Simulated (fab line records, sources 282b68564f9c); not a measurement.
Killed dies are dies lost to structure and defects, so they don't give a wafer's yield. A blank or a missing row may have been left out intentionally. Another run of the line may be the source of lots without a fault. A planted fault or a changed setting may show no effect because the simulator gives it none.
Which of the tools did it? / flow rit-cmos / 14 lots with 42 wafers sampled at 3 steps, on a route of 202 steps

## WHAT THE GAUGES SHOWED, per wafer
RIT_PLDD_OVL_MEAS_06. Usual: PLDD_OVL typically reads -0.1 nm, with standard deviation 1.7.
lot=L548; measured=day 2 22:59; on=overlay-02; PLDD_OVL (nm)=-0.1 0.4 0.4; flag=
lot=L549; measured=day 3 06:16; on=overlay-02; PLDD_OVL (nm)=-4.6 -4.8 -2.3; flag=
lot=L550; measured=day 3 11:29; on=overlay-02; PLDD_OVL (nm)=-0.5 -0.4 0.2; flag=
lot=L554; measured=day 4 08:30; on=overlay-01; PLDD_OVL (nm)=1.6 -1.9 0.1; flag=
lot=L555; measured=day 4 11:23; on=overlay-02; PLDD_OVL (nm)=-0.6 -1.0 -1.7; flag=
lot=L556; measured=day 4 15:13; on=overlay-01; PLDD_OVL (nm)=0.5 -0.6 -0.6; flag=
lot=L557; measured=day 4 21:48; on=overlay-01; PLDD_OVL (nm)=1.7 -0.4 1.5; flag=
lot=L559; measured=day 5 07:05; on=overlay-01; PLDD_OVL (nm)=2.0 1.9 1.1; flag=
lot=L560; measured=day 5 11:56; on=overlay-01; PLDD_OVL (nm)=2.0 1.8 2.0; flag=
lot=L561; measured=day 5 18:37; on=overlay-02; PLDD_OVL (nm)=0.1 -0.9 -1.2; flag=
lot=L563; measured=day 6 04:57; on=overlay-01; PLDD_OVL (nm)=0.3 -0.3 0.8; flag=
lot=L564; measured=day 6 10:28; on=overlay-01; PLDD_OVL (nm)=1.3 0.3 3.4; flag=
lot=L567; measured=day 7 07:38; on=overlay-01; PLDD_OVL (nm)=-1.3 -1.1 -1.2; flag=
lot=L568; measured=day 7 07:56; on=overlay-02; PLDD_OVL (nm)=2.1 3.1 1.7; flag=

RIT_NSD_TW_MEAS_10. Usual: NSD_TW typically reads 3128, with standard deviation 29.
lot=L548; measured=day 3 04:41; on=film-metro-03; NSD_TW=3126 3109 3117; flag=
lot=L549; measured=day 3 10:41; on=film-metro-03; NSD_TW=3132 3126 3135; flag=
lot=L550; measured=day 3 15:56; on=film-metro-03; NSD_TW=3134 3133 3116; flag=
lot=L554; measured=day 4 13:16; on=film-metro-02; NSD_TW=3156 3162 3167; flag=
lot=L555; measured=day 4 15:59; on=film-metro-02; NSD_TW=3147 3146 3135; flag=
lot=L556; measured=day 4 20:00; on=film-metro-02; NSD_TW=3159 3149 3150; flag=
lot=L557; measured=day 5 02:14; on=film-metro-01; NSD_TW=3082 3085 3071; flag=
lot=L559; measured=day 5 11:35; on=film-metro-03; NSD_TW=3118 3095 3121; flag=
lot=L560; measured=day 5 16:33; on=film-metro-03; NSD_TW=3117 3105 3109; flag=
lot=L561; measured=day 5 23:23; on=film-metro-01; NSD_TW=3093 3079 3064; flag=
lot=L563; measured=day 6 09:33; on=film-metro-02; NSD_TW=3151 3136 3138; flag=
lot=L564; measured=day 6 15:01; on=film-metro-03; NSD_TW=3136 3135 3160; flag=
lot=L567; measured=day 7 12:11; on=film-metro-01; NSD_TW=3088 3093 3098; flag=
lot=L568; measured=day 7 12:29; on=film-metro-02; NSD_TW=3154 3155 3165; flag=

RIT_CONTACT_OVL_MEAS_09. Usual: CONTACT_OVL typically reads 1.5 nm, with standard deviation 1.5.
lot=L548; measured=day 3 09:26; on=overlay-02; CONTACT_OVL (nm)=1.9 0.8 2.0; flag=
lot=L549; measured=day 3 15:20; on=overlay-02; CONTACT_OVL (nm)=0.3 0.7 0.7; flag=
lot=L550; measured=day 3 20:15; on=overlay-01; CONTACT_OVL (nm)=1.5 4.7 2.1; flag=
lot=L554; measured=day 4 17:32; on=overlay-02; CONTACT_OVL (nm)=0.5 -1.0 0.7; flag=
lot=L555; measured=day 4 20:06; on=overlay-02; CONTACT_OVL (nm)=1.5 0.9 0.9; flag=
lot=L556; measured=day 5 00:29; on=overlay-02; CONTACT_OVL (nm)=1.3 1.1 1.4; flag=
lot=L557; measured=day 5 06:25; on=overlay-02; CONTACT_OVL (nm)=-0.2 0.5 0.7; flag=
lot=L559; measured=day 5 15:51; on=overlay-01; CONTACT_OVL (nm)=4.8 4.7 4.4; flag=
lot=L560; measured=day 5 20:46; on=overlay-01; CONTACT_OVL (nm)=-0.1 2.0 0.0; flag=
lot=L561; measured=day 6 03:36; on=overlay-02; CONTACT_OVL (nm)=-0.4 0.3 0.1; flag=
lot=L563; measured=day 6 13:47; on=overlay-01; CONTACT_OVL (nm)=3.2 3.0 3.4; flag=
lot=L564; measured=day 6 19:16; on=overlay-02; CONTACT_OVL (nm)=0.9 0.0 -2.7; flag=
lot=L567; measured=day 7 16:29; on=overlay-02; CONTACT_OVL (nm)=0.7 -0.4 1.6; flag=
lot=L568; measured=day 7 16:43; on=overlay-01; CONTACT_OVL (nm)=1.6 3.1 2.8; flag=

## WHAT TOOL EACH LOT RAN ON (gives the tool, then ch and the chambers of the sampled wafers, and finally the start)
The record holds no process step before these readings.

## AS READ BY THE TOOLS THEMSELVES (means over the sampled wafers that have a number; for cases with no such wafer, the mark the record gives instead)
The record holds no such reading with a usual standard deviation.

## THE ANSWER, worked out from the rows above alone
Rule: lot off if the mean of its wafers having a number is beyond 3 standard deviations from the usual mean. A lot without any number at a reading at which 4 lots or more have one is off too. All remaining lots with rows at the step are treated as sound. Order of review: gauges by route order, followed by the tools' own readings, for which a lot's mean as printed above is used. At the first step where some lot is off, the reading lying furthest off is the one used; lots without a number count as furthest.
Nothing can be told from this: no lot is off at any reading shown.

## WHAT THE SIMULATOR PUT IN
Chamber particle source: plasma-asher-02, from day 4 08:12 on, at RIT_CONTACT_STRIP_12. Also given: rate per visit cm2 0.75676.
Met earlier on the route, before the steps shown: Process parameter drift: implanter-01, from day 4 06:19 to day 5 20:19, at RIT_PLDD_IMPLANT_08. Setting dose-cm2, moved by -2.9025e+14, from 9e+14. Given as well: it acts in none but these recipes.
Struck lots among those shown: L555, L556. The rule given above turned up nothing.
